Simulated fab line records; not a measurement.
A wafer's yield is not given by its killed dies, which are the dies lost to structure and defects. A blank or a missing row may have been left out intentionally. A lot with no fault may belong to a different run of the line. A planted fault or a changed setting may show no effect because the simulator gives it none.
fab line records	flow berkeley_cmos170
[record] lots = 15	wafers = 45	last_day = 12
route steps=331 shown WELLDRIVE@57 ACTIVE@63 NVT@105 PVT@124
lots with no fault: from the same line, run without faults
start_h: the number of hours between the record's first day and the start of the first shown wafer of the lot	wait_h: how many hours have passed since the lot's step before this one	" as in the row above	L1.1+2: one row covering several wafers at once	- either no value or no given start	* or withheld: withheld	< > ~ a bound
route shown NAME@n: a module of which the file shows steps, and the number in the route of the first	usual: average and standard deviation across the fault-free wafers	same: alike in all rows	chamber/n: place in a boat	sites: the reading at each site	_std_site: how widely they spread, as a standard deviation	_edge_site: mean of outer sites minus mean of inner sites	radius_mm: how far each site lies from the wafer's centre	mask NAME#n: copy n	behind: the last tool/chamber to shape the wafer	hold: reason for holding the lot/hours on hold/outcome of the hold	device: which transistor (n, p or np) failed to switch	end of line: tests run on the same wafers once the route is complete	where a step has no rows: the recipe by itself	killed: count of dies lost to structure and defects at first sort (not the wafer's yield)	map: a wafer's dies, x killed, . not, _ none there
set.NAME: the setting as run; set.NAME@STEP: as run at that earlier step	model.NAME: the simulator's own value behind a step, which no gauge read
route steps across a sampled set of lots; one table per step, one row per wafer
[[steps]]
[step UCB170_WELLDRIVE_THK_MEAS_02]
[recipe] reads = SiO2_of_WELLDRIVE_OXIDATION_01
[usual] WELLDRIVE_OXIDE_THK = 198/3
lot.wafer	tool	chamber	start_h	wait_h	WELLDRIVE_OXIDE_THK[nm]
L932.1	film_metro-01	-	70.94	0.0	202
L932.2	"	-	"	"	199
L932.6	"	-	"	"	198
L931.2	film_metro-02	-	70.95	0.0	197
L931.3	"	-	"	"	198
L931.6	"	-	"	"	199
L933.2	film_metro-04	-	70.95	0.0	199
L933.3	"	-	"	"	199
L933.5	"	-	"	"	199
L935.1	film_metro-01	-	81.33	0.0	198
L935.5	"	-	"	"	196
L935.6	"	-	"	"	196
L937.1	film_metro-04	-	86.95	0.0	197
L937.2	"	-	"	"	199
L937.4	"	-	"	"	200
L938.2	film_metro-01	-	86.96	0.0	200
L938.3	"	-	"	"	194
L938.6	"	-	"	"	195
L941.2	film_metro-01	-	107.29	0.0	196
L941.3	"	-	"	"	196
L941.4	"	-	"	"	198
L942.1	film_metro-02	-	114.81	0.0	200
L942.2	"	-	"	"	198
L942.6	"	-	"	"	197
L943.1	film_metro-01	-	115.22	0.0	195
L943.2	"	-	"	"	195
L943.3	"	-	"	"	194
L944.2	film_metro-01	-	122.82	0.0	202
L944.3	"	-	"	"	202
L944.4	"	-	"	"	199
L945.4	film_metro-01	-	132.28	0.0	202
L945.5	"	-	"	"	199
L945.6	"	-	"	"	201
L947.1	film_metro-04	-	132.30	0.1	202
L947.2	"	-	"	"	196
L947.3	"	-	"	"	201
L949.2	film_metro-02	-	149.74	0.1	196
L949.3	"	-	"	"	197
L949.4	"	-	"	"	195
L953.2	film_metro-02	-	177.88	0.0	200
L953.4	"	-	"	"	200
L953.5	"	-	"	"	198
L954.1	film_metro-04	-	192.78	0.0	198
L954.2	"	-	"	"	198
L954.6	"	-	"	"	198
[step UCB170_ACTIVE_THK_MEAS_03]
[recipe] reads = SiO2_of_ACTIVE_OXIDATION_02
[usual] ACTIVE_OXIDE_THK = 26.2/0.43
lot.wafer	tool	chamber	start_h	wait_h	ACTIVE_OXIDE_THK[nm]
L932.1	film_metro-03	-	78.31	0.0	26.4
L932.2	"	-	"	"	26.2
L932.6	"	-	"	"	26.3
L931.2	film_metro-01	-	78.32	0.0	26.6
L931.3	"	-	"	"	26.4
L931.6	"	-	"	"	26.0
L933.2	film_metro-04	-	78.32	0.0	26.1
L933.3	"	-	"	"	26.2
L933.5	"	-	"	"	25.9
L935.1	film_metro-04	-	90.36	0.0	26.8
L935.5	"	-	"	"	26.2
L935.6	"	-	"	"	25.9
L937.1	film_metro-03	-	95.18	0.0	27.3
L937.2	"	-	"	"	26.9
L937.4	"	-	"	"	26.8
L938.2	film_metro-01	-	95.19	0.0	25.9
L938.3	"	-	"	"	26.0
L938.6	"	-	"	"	25.9
L941.2	film_metro-01	-	115.52	0.0	25.7
L941.3	"	-	"	"	25.5
L941.4	"	-	"	"	25.4
L942.1	film_metro-04	-	124.16	0.0	26.2
L942.2	"	-	"	"	26.6
L942.6	"	-	"	"	26.8
L943.1	film_metro-01	-	124.16	0.0	25.8
L943.2	"	-	"	"	25.8
L943.3	"	-	"	"	25.4
L944.2	film_metro-04	-	134.89	0.0	26.6
L944.3	"	-	"	"	26.3
L944.4	"	-	"	"	26.9
L947.1	film_metro-03	-	139.24	0.0	27.1
L947.2	"	-	"	"	27.1
L947.3	"	-	"	"	27.0
L945.4	film_metro-01	-	139.27	0.0	26.6
L945.5	"	-	"	"	26.4
L945.6	"	-	"	"	26.7
L949.2	film_metro-01	-	161.40	0.0	26.1
L949.3	"	-	"	"	26.6
L949.4	"	-	"	"	26.5
L953.2	film_metro-04	-	187.90	0.0	26.3
L953.4	"	-	"	"	26.2
L953.5	"	-	"	"	26.1
L954.1	film_metro-01	-	198.63	0.0	26.3
L954.2	"	-	"	"	26.3
L954.6	"	-	"	"	26.2
[step UCB170_NVT_COAT_01]
[recipe] resist = KrF	spin_rpm = 1500	resist_thk_nm = 900
[usual] chill_plate_temp_C = 22.98/0.1	dispense_pressure_kPa = 51/3.2	resist_line_temp_C = 23.01/0.1
lot.wafer	tool	chamber	start_h	wait_h	chill_plate_temp_C	dispense_pressure_kPa	resist_line_temp_C
L931.2	litho_track-01	0	110.15	0.1	22.98	49	22.94
L931.3	"	0	"	"	23.07	49	23.07
L931.6	"	0	"	"	23.13	49	22.94
L932.1	litho_track-03	0	110.35	0.1	22.76	49	23.07
L932.2	"	0	"	"	22.95	49	23.03
L932.6	"	0	"	"	22.83	49	23.06
L933.2	litho_track-02	0	110.38	0.1	23.02	56	23.19
L933.3	"	0	"	"	22.97	56	23.09
L933.5	"	0	"	"	22.91	56	22.96
L935.1	litho_track-03	0	127.71	0.1	23.03	49	23.10
L935.5	"	0	"	"	22.91	49	23.00
L935.6	"	0	"	"	23.00	49	23.00
L938.2	litho_track-02	0	132.56	0.1	23.04	56	23.07
L938.3	"	0	"	"	22.89	56	23.04
L938.6	"	0	"	"	22.93	56	23.10
L937.1	litho_track-01	0	132.70	0.1	22.89	49	23.07
L937.2	"	0	"	"	22.90	49	23.06
L937.4	"	0	"	"	22.97	49	23.02
L941.2	litho_track-01	0	160.79	0.1	22.86	49	22.69
L941.3	"	0	"	"	22.97	49	23.02
L941.4	"	0	"	"	23.03	49	22.85
L942.1	litho_track-03	0	168.02	0.1	23.01	49	22.84
L942.2	"	0	"	"	23.24	49	22.96
L942.6	"	0	"	"	22.94	49	22.91
L943.1	litho_track-01	0	168.02	0.1	22.82	49	23.01
L943.2	"	0	"	"	22.96	49	22.97
L943.3	"	0	"	"	22.96	49	23.10
L947.1	litho_track-02	-	179.29	0.1	-	-	-
L947.2	"	-	"	"	-	-	-
L947.3	"	-	"	"	-	-	-
L945.4	litho_track-01	-	179.48	0.1	-	-	-
L945.5	"	-	"	"	-	-	-
L945.6	"	-	"	"	-	-	-
L944.2	litho_track-03	-	179.61	0.1	-	-	-
L944.3	"	-	"	"	-	-	-
L944.4	"	-	"	"	-	-	-
L949.2	litho_track-03	0	202.98	0.1	22.96	49	22.90
L949.3	"	0	"	"	22.97	49	22.98
L949.4	"	0	"	"	22.90	49	22.87
L953.2	litho_track-02	0	222.23	0.1	23.10	56	22.89
L953.4	"	0	"	"	23.07	56	23.22
L953.5	"	0	"	"	22.98	56	23.15
L954.1	litho_track-03	0	228.86	0.1	23.01	49	23.11
L954.2	"	0	"	"	23.07	49	22.95
L954.6	"	0	"	"	23.14	49	23.03
[step UCB170_NVT_OVL_MEAS_06]
[usual] NVT_OVL = -1/6.7
lot.wafer	tool	chamber	start_h	wait_h	NVT_OVL[nm]
L931.2	overlay-02	-	110.83	-	14
L931.3	"	-	"	"	10
L931.6	"	-	"	"	13
L932.1	overlay-02	-	111.58	-	-10
L932.2	"	-	"	"	-12
L932.6	"	-	"	"	-7
L933.2	overlay-02	-	111.63	-	1
L933.3	"	-	"	"	-1
L933.5	"	-	"	"	-1
L935.1	overlay-02	-	128.40	-	-1
L935.5	"	-	"	"	2
L935.6	"	-	"	"	-3
L938.2	overlay-01	-	134.46	-	-4
L938.3	"	-	"	"	-8
L938.6	"	-	"	"	-3
L937.1	overlay-01	-	134.49	-	-11
L937.2	"	-	"	"	-7
L937.4	"	-	"	"	-2
L941.2	overlay-01	-	161.59	-	-6
L941.3	"	-	"	"	1
L941.4	"	-	"	"	-6
L942.1	overlay-01	-	168.83	-	-2
L942.2	"	-	"	"	2
L942.6	"	-	"	"	-7
L943.1	overlay-02	-	169.08	-	-2
L943.2	"	-	"	"	1
L943.3	"	-	"	"	-7
L947.1	overlay-01	-	180.32	-	-
L947.2	"	-	"	"	-
L947.3	"	-	"	"	-
L945.4	overlay-01	-	180.55	-	-
L945.5	"	-	"	"	-
L945.6	"	-	"	"	-
L944.2	overlay-02	-	180.60	-	-
L944.3	"	-	"	"	-
L944.4	"	-	"	"	-
L949.2	overlay-01	-	203.65	-	0
L949.3	"	-	"	"	-3
L949.4	"	-	"	"	6
L953.2	overlay-01	-	223.43	-	-3
L953.4	"	-	"	"	-7
L953.5	"	-	"	"	2
L954.1	overlay-02	-	230.09	-	-5
L954.2	"	-	"	"	-15
L954.6	"	-	"	"	-16
[step UCB170_NVT_TW_MEAS_09]
[usual] NVT_TW = 526.8/2
lot.wafer	tool	chamber	start_h	wait_h	NVT_TW
L931.2	film_metro-01	-	111.12	0.1	525.7
L931.3	"	-	"	"	526.6
L931.6	"	-	"	"	527.8
L932.1	film_metro-02	-	111.86	0.1	527.9
L932.2	"	-	"	"	530.0
L932.6	"	-	"	"	525.2
L933.2	film_metro-01	-	111.92	0.1	523.1
L933.3	"	-	"	"	527.1
L933.5	"	-	"	"	524.2
L935.1	film_metro-02	-	128.69	0.1	525.0
L935.5	"	-	"	"	529.7
L935.6	"	-	"	"	527.9
L938.2	film_metro-01	-	134.75	0.1	525.0
L938.3	"	-	"	"	524.5
L938.6	"	-	"	"	525.9
L937.1	film_metro-03	-	134.77	0.1	524.2
L937.2	"	-	"	"	525.9
L937.4	"	-	"	"	527.1
L941.2	film_metro-03	-	161.88	0.1	528.2
L941.3	"	-	"	"	524.6
L941.4	"	-	"	"	527.0
L942.1	film_metro-02	-	169.12	0.1	528.5
L942.2	"	-	"	"	528.4
L942.6	"	-	"	"	525.8
L943.1	film_metro-03	-	169.36	0.1	526.1
L943.2	"	-	"	"	528.0
L943.3	"	-	"	"	527.1
L947.1	film_metro-01	-	180.60	0.1	525.8
L947.2	"	-	"	"	524.7
L947.3	"	-	"	"	521.8
L945.4	film_metro-02	-	180.85	0.1	529.9
L945.5	"	-	"	"	527.3
L945.6	"	-	"	"	527.7
L944.2	film_metro-01	-	180.89	0.1	524.1
L944.3	"	-	"	"	522.7
L944.4	"	-	"	"	523.2
L949.2	film_metro-02	-	203.94	0.1	528.2
L949.3	"	-	"	"	526.4
L949.4	"	-	"	"	525.8
L953.2	film_metro-02	-	223.72	0.1	523.7
L953.4	"	-	"	"	525.2
L953.5	"	-	"	"	523.8
L954.1	film_metro-02	-	230.37	0.1	527.1
L954.2	"	-	"	"	529.3
L954.6	"	-	"	"	523.6
[step UCB170_PVT_TW_MEAS_09]
[usual] PVT_TW = 509/3.2
lot.wafer	tool	chamber	start_h	wait_h	hold	PVT_TW
L931.2	film_metro-02	-	113.72	0.1	-	513
L931.3	"	-	"	"	-	515
L931.6	"	-	"	"	-	511
L932.1	film_metro-04	-	114.28	0.1	-	509
L932.2	"	-	"	"	-	510
L932.6	"	-	"	"	-	508
L933.2	film_metro-02	-	114.32	0.1	-	514
L933.3	"	-	"	"	-	511
L933.5	"	-	"	"	-	512
L935.1	film_metro-04	-	130.39	0.1	-	504
L935.5	"	-	"	"	-	506
L935.6	"	-	"	"	-	507
L938.2	film_metro-04	-	137.82	0.1	-	507
L938.3	"	-	"	"	-	504
L938.6	"	-	"	"	-	506
L937.1	film_metro-03	-	138.19	0.1	-	508
L937.2	"	-	"	"	-	508
L937.4	"	-	"	"	-	509
L941.2	film_metro-02	-	164.20	0.1	-	513
L941.3	"	-	"	"	-	512
L941.4	"	-	"	"	-	515
L942.1	film_metro-04	-	171.55	0.1	-	506
L942.2	"	-	"	"	-	505
L942.6	"	-	"	"	-	507
L943.1	film_metro-02	-	171.79	0.1	-	514
L943.2	"	-	"	"	-	511
L943.3	"	-	"	"	-	513
L947.1	film_metro-04	-	182.46	0.1	await_dispo/0.2h/release	639
L947.2	"	-	"	"	await_dispo/0.2h/release	632
L947.3	"	-	"	"	await_dispo/0.2h/release	634
L947.1	film_metro-04	-	182.69	0.2	-	637
L947.2	"	-	"	"	-	636
L947.3	"	-	"	"	-	634
L945.4	film_metro-04	-	182.63	0.1	await_dispo/0.2h/release	640
L945.5	"	-	"	"	await_dispo/0.2h/release	639
L945.6	"	-	"	"	await_dispo/0.2h/release	638
L945.4	film_metro-04	-	182.93	0.3	-	641
L945.5	"	-	"	"	-	641
L945.6	"	-	"	"	-	637
L944.2	film_metro-04	-	182.85	0.1	await_dispo/0.2h/release	638
L944.3	"	-	"	"	await_dispo/0.2h/release	636
L944.4	"	-	"	"	await_dispo/0.2h/release	638
L944.2	film_metro-04	-	183.08	0.2	-	633
L944.3	"	-	"	"	-	638
L944.4	"	-	"	"	-	640
L949.2	film_metro-02	-	208.20	0.1	-	512
L949.3	"	-	"	"	-	513
L949.4	"	-	"	"	-	511
L953.2	film_metro-03	-	225.35	0.1	-	510
L953.4	"	-	"	"	-	511
L953.5	"	-	"	"	-	510
L954.1	film_metro-04	-	232.42	0.1	-	505
L954.2	"	-	"	"	-	505
L954.6	"	-	"	"	-	507
[[key]]
[first_sign] step = UCB170_NVT_COAT_01	reading = tool_record	direction = missing
[effect] step = UCB170_NVT_OVL_MEAS_06	reading = NVT_OVL	direction = missing
[effect] step = UCB170_PVT_TW_MEAS_09	reading = visit	direction = added
[effect] step = UCB170_PVT_TW_MEAS_09	reading = PVT_TW	direction = up	sigmas = 40	usual = 509	struck = 637
met_at UCB170_NVT_COAT_01
struck_lots L944,L945,L947
sort_left_out L944.2,L944.3,L944.4,L945.4,L945.5,L945.6,L947.1,L947.2,L947.3
tester_left_out L944,L945,L947
not_acting_at UCB170_WELLDRIVE_THK_MEAS_02,UCB170_ACTIVE_THK_MEAS_03,UCB170_NVT_TW_MEAS_09
onset_between 168.02 179.29
[fault] kind = skipped_step_whole	tool = litho_track-01,litho_track-02,litho_track-03	chamber = -	onset_h = 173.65	steps = UCB170_NVT_COAT_01	scope = struck_lots_only
// tester_left_out: of these lots the tester's yield and bins aren't shown, on N5 and GAA mostly nor the transistor test; their killed dies are dies lost to structure and defects alone, not to doping, threshold or leakage, so they don't give the yield
// sort_left_out: the simulated sort isn't trusted on such a fault, so these wafers' sort isn't shown, and their yield isn't known
